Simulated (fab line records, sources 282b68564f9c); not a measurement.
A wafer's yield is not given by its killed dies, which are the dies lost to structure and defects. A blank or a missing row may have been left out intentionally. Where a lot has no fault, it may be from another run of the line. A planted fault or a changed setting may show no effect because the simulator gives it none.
Split-lot study || flow ritCmos || 23 wafers read from 5 lots, route of 202 steps

== ON THE SPLIT ==
At RIT_PRETRO_IMPLANT_08, the setting energyKev was moved away from the recipe's 45 on 12 of the 23 wafers read, by -5.0% to +6.0%. All remaining wafers had this setting at the recipe value.

The reading comes from the split's own step.

== THE READING ==
In nm, at RIT_PRETRO_IMPLANT_08: implant.drpNm, which is the simulator's own figure and was read by no gauge. No usual value for it is given in the file.

{"wafer": "L075.1", "tool, chamber at the split": "implanter-03, 0", "energyKev as run": 45, "against the recipe": "recipe", "implant.drpNm, nm": 55.07, "against lot-mates on the recipe": "-"}
{"wafer": "L075.2", "tool, chamber at the split": "implanter-03, 0", "energyKev as run": 45, "against the recipe": "recipe", "implant.drpNm, nm": 55.07, "against lot-mates on the recipe": "-"}
{"wafer": "L075.5", "tool, chamber at the split": "implanter-03, 0", "energyKev as run": 45, "against the recipe": "recipe", "implant.drpNm, nm": 55.07, "against lot-mates on the recipe": "-"}
{"wafer": "L077.2", "tool, chamber at the split": "implanter-03, 0", "energyKev as run": 42.89, "against the recipe": "-4.7%", "implant.drpNm, nm": 53.51, "against lot-mates on the recipe": -1.56}
{"wafer": "L077.4", "tool, chamber at the split": "implanter-03, 0", "energyKev as run": 42.89, "against the recipe": "-4.7%", "implant.drpNm, nm": 53.51, "against lot-mates on the recipe": -1.56}
{"wafer": "L077.6", "tool, chamber at the split": "implanter-03, 0", "energyKev as run": 42.89, "against the recipe": "-4.7%", "implant.drpNm, nm": 53.51, "against lot-mates on the recipe": -1.56}
{"wafer": "L077.3", "tool, chamber at the split": "implanter-03, 0", "energyKev as run": 45, "against the recipe": "recipe", "implant.drpNm, nm": 55.07, "against lot-mates on the recipe": "-"}
{"wafer": "L077.5", "tool, chamber at the split": "implanter-03, 0", "energyKev as run": 45, "against the recipe": "recipe", "implant.drpNm, nm": 55.07, "against lot-mates on the recipe": "-"}
{"wafer": "L076.1", "tool, chamber at the split": "implanter-02, 0", "energyKev as run": 45, "against the recipe": "recipe", "implant.drpNm, nm": 55.07, "against lot-mates on the recipe": "-"}
{"wafer": "L076.5", "tool, chamber at the split": "implanter-02, 0", "energyKev as run": 45, "against the recipe": "recipe", "implant.drpNm, nm": 55.07, "against lot-mates on the recipe": "-"}
{"wafer": "L076.2", "tool, chamber at the split": "implanter-02, 0", "energyKev as run": 42.75, "against the recipe": "-5.0%", "implant.drpNm, nm": 53.41, "against lot-mates on the recipe": -1.66}
{"wafer": "L076.3", "tool, chamber at the split": "implanter-02, 0", "energyKev as run": 42.75, "against the recipe": "-5.0%", "implant.drpNm, nm": 53.41, "against lot-mates on the recipe": -1.66}
{"wafer": "L076.4", "tool, chamber at the split": "implanter-02, 0", "energyKev as run": 42.75, "against the recipe": "-5.0%", "implant.drpNm, nm": 53.41, "against lot-mates on the recipe": -1.66}
{"wafer": "L078.1", "tool, chamber at the split": "implanter-03, 0", "energyKev as run": 47.68, "against the recipe": "+6.0%", "implant.drpNm, nm": 56.98, "against lot-mates on the recipe": "+1.91"}
{"wafer": "L078.5", "tool, chamber at the split": "implanter-03, 0", "energyKev as run": 47.68, "against the recipe": "+6.0%", "implant.drpNm, nm": 56.98, "against lot-mates on the recipe": "+1.91"}
{"wafer": "L078.6", "tool, chamber at the split": "implanter-03, 0", "energyKev as run": 47.68, "against the recipe": "+6.0%", "implant.drpNm, nm": 56.98, "against lot-mates on the recipe": "+1.91"}
{"wafer": "L078.2", "tool, chamber at the split": "implanter-03, 0", "energyKev as run": 45, "against the recipe": "recipe", "implant.drpNm, nm": 55.07, "against lot-mates on the recipe": "-"}
{"wafer": "L078.3", "tool, chamber at the split": "implanter-03, 0", "energyKev as run": 45, "against the recipe": "recipe", "implant.drpNm, nm": 55.07, "against lot-mates on the recipe": "-"}
{"wafer": "L085.2", "tool, chamber at the split": "implanter-04, 0", "energyKev as run": 45, "against the recipe": "recipe", "implant.drpNm, nm": 55.07, "against lot-mates on the recipe": "-"}
{"wafer": "L085.5", "tool, chamber at the split": "implanter-04, 0", "energyKev as run": 45, "against the recipe": "recipe", "implant.drpNm, nm": 55.07, "against lot-mates on the recipe": "-"}
{"wafer": "L085.3", "tool, chamber at the split": "implanter-04, 0", "energyKev as run": 44.3, "against the recipe": "-1.6%", "implant.drpNm, nm": 54.56, "against lot-mates on the recipe": -0.51}
{"wafer": "L085.4", "tool, chamber at the split": "implanter-04, 0", "energyKev as run": 44.3, "against the recipe": "-1.6%", "implant.drpNm, nm": 54.56, "against lot-mates on the recipe": -0.51}
{"wafer": "L085.6", "tool, chamber at the split": "implanter-04, 0", "energyKev as run": 44.3, "against the recipe": "-1.6%", "implant.drpNm, nm": 54.56, "against lot-mates on the recipe": -0.51}

THE FIT
A straight line over all 23 wafers: implant.drpNm changes by +0.327 nm for each +1% of energyKev; r = +1.00; the points scatter about the line by 0.015 nm.
The same after taking each lot's own level away (the mean of its wafers on the recipe; 23 wafers): +0.327 nm for each +1%; r = +1.00; scatter 0.015 nm.
The reading moves by 1.9 nm for the largest change in energyKev, on that fit.
The lots' own levels span 55.070 to 55.070 nm.
The two slopes are in agreement: the lot-to-lot level therefore moves the slope only a little.
Check: with one of the wafers moved furthest among these (+6.0%) left out of the fit, the line predicts +1.94 nm for it against its lot-mates. Against them it came out at +1.91 nm.

== FURTHER SPLITS ON THESE WAFERS ==
Before the reading, these wafers also passed through other splits. Each is held against what the fit with the lots' levels taken away leaves over:
{"other split on the same wafers": "RIT_PWELL_IMPLANT_08 energyKev", "wafers away from the commonest value": 8, "r with implant.drpNm (lot level and that fit taken away)": -0.40}
{"other split on the same wafers": "RIT_NRETRO_COAT_01 resistThkNm", "wafers away from the commonest value": 7, "r with implant.drpNm (lot level and that fit taken away)": -0.03}
{"other split on the same wafers": "RIT_NRETRO_IMPLANT_08 energyKev", "wafers away from the commonest value": 8, "r with implant.drpNm (lot level and that fit taken away)": -0.01}
{"other split on the same wafers": "RIT_PRETRO_COAT_01 spinRpm", "wafers away from the commonest value": 8, "r with implant.drpNm (lot level and that fit taken away)": -0.39}

== THE WHOLE CHAIN: every reading that the file lists as answering this split, in the file's order ==
{"step": "RIT_PRETRO_IMPLANT_08", "what it does": "", "reading": "implant.rpNm (the simulator's own value, which no gauge read)", "change (the file's fit)": "+1.36 nm for each +1% of the setting", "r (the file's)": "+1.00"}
{"step": "RIT_PRETRO_IMPLANT_08", "what it does": "", "reading": "implant.drpNm (the simulator's own value, which no gauge read)", "change (the file's fit)": "+0.327 nm for each +1% of the setting", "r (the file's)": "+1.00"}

== THE FILE'S OWN FIT ==
implant.drpNm changes by +0.327 nm for each +1% of energyKev, r = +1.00.
